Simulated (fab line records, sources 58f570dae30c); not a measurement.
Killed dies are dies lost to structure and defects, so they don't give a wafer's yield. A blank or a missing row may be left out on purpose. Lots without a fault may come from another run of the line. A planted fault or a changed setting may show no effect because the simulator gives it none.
Which tool did it? | flow berkeley_cmos170 | 14 lots, 42 wafers sampled, at 2 steps of a route of 331

WHAT THE GAUGES READ, wafer by wafer
UCB170_ACTIVE_THK_MEAS_06.
lot  | measured    | on            | ACTIVE_NITRIDE_THK (nm)
L320 | day 4 05:11 | film_metro-03 | 223.7 223.2 223.6
L321 | day 4 08:59 | film_metro-04 | 219.3 218.4 219.5
L322 | day 4 08:59 | film_metro-02 | 217.7 217.2 217.2
L323 | day 4 16:43 | film_metro-03 | 218.8 221.7 221.7
L324 | day 4 16:44 | film_metro-02 | 219.8 219.1 219.0
L325 | day 5 11:28 | film_metro-04 | 217.9 217.7 219.0
L327 | day 5 14:47 | film_metro-03 | 220.1 222.7 219.5
L328 | day 5 14:46 | film_metro-02 | 217.8 220.7 220.9
L330 | day 6 02:02 | film_metro-04 | 221.2 219.7 220.7
L331 | day 6 10:34 | film_metro-03 | 217.2 217.0 216.6
L332 | day 6 10:35 | film_metro-04 | 221.3 223.4 222.4
L335 | day 7 05:59 | film_metro-02 | 218.9 219.1 219.2
L341 | day 8 13:08 | film_metro-03 | 184.1 186.2 185.8 184.0 186.4 186.3
L342 | day 8 18:44 | film_metro-02 | 186.5 185.9 185.4 186.5 185.7 185.4

WHICH TOOL RAN EACH LOT (tool, then ch and the chambers of the sampled wafers, then the start)
lot  | UCB170_ACTIVE_CVD_05
L320 | lpcvd-01 ch 0, day 4 03:13
L321 | lpcvd-01 ch 1, day 4 07:04
L322 | lpcvd-01 ch 1, day 4 07:04
L323 | lpcvd-01 ch 1, day 4 14:48
L324 | lpcvd-01 ch 0, day 4 14:48
L325 | lpcvd-01 ch 1, day 5 09:32
L327 | lpcvd-01 ch 1, day 5 12:52
L328 | lpcvd-01 ch 0, day 5 12:52
L330 | lpcvd-01 ch 0, day 6 00:07
L331 | lpcvd-01 ch 1, day 6 08:38
L332 | lpcvd-01 ch 1, day 6 08:38
L335 | lpcvd-02 ch 1, day 7 03:06
L341 | lpcvd-02 ch 0, day 8 10:16
L342 | lpcvd-02 ch 0, day 8 15:52
- UCB170_ACTIVE_CVD_05: deposits Si3N4 from SiH2Cl2/NH3, target thk 220 nm, time 3300 s.

WHAT THE TOOLS THEMSELVES READ (means of the sampled wafers that have a number; where no wafer has one, the mark that the record gives instead)
UCB170_ACTIVE_CVD_05.
lot  | tool     | nh3_flow_sccm (sccm)
L320 | lpcvd-01 | 75.16
L321 | lpcvd-01 | 75.26
L322 | lpcvd-01 | 74.97
L323 | lpcvd-01 | 75.10
L324 | lpcvd-01 | 75.30
L325 | lpcvd-01 | 75.03
L327 | lpcvd-01 | 74.88
L328 | lpcvd-01 | 74.77
L330 | lpcvd-01 | 74.89
L331 | lpcvd-01 | 75.01
L332 | lpcvd-01 | 74.80
L335 | lpcvd-02 | 74.80
L341 | lpcvd-02 | 59.88
L342 | lpcvd-02 | 60.30

THE ANSWER, worked out from the rows above alone
Rule: what is usual is taken from the lots themselves. Put in order of their means at a reading, lots are off if they are a third of the lots or fewer, leave a main group of 4 or more, and stand apart from it by a gap of 3 or more times the standard deviation of the main group's means; of several such gaps the widest counts. A main group whose means are all the same, to the digits that the tables above print for the reading, isn't used. A lot without any number at a reading at which 4 lots or more have one is off too. The other lots that the step has rows for count as sound. The gauges are gone through in route order, then the tools' own readings, and for those a lot's mean is taken as printed above. The first step at which some lot is off is used, and at that step the reading that is off furthest; a lot without a number counts as furthest.
Off: L341, L342, at UCB170_ACTIVE_THK_MEAS_06 (ACTIVE_NITRIDE_THK). The main group: mean 219.8 nm, standard deviation 1.8.
A tool fits if, at a process step before that reading, it ran every lot that is off, and no sound lot after the first of them. The gauges at UCB170_ACTIVE_THK_MEAS_06 aren't tried: what is off there is off at UCB170_ACTIVE_CVD_05 too, on other tools, and a gauge's error can't cause that. One fits: lpcvd-02 at UCB170_ACTIVE_CVD_05. Its last sound lot is L335 (day 7 03:06), its first lot that is off L341 (day 8 10:16): a fault that began between those two fits.
The tool's own readings at UCB170_ACTIVE_CVD_05 bear it out: on the lots that are off they differ by more than 5 times the standard deviation of the sound lots' means. nh3_flow_sccm reads 60.09 sccm there against 75.00 sccm on the sound lots.

WHAT THE SIMULATOR HAD PUT IN
Process parameter drift: lpcvd-02, from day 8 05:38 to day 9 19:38, at UCB170_ACTIVE_CVD_05. Setting nh3_flow_sccm, moved by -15, from 75. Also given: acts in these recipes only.
Lots struck among those shown: L341, L342. The rule above found the same.
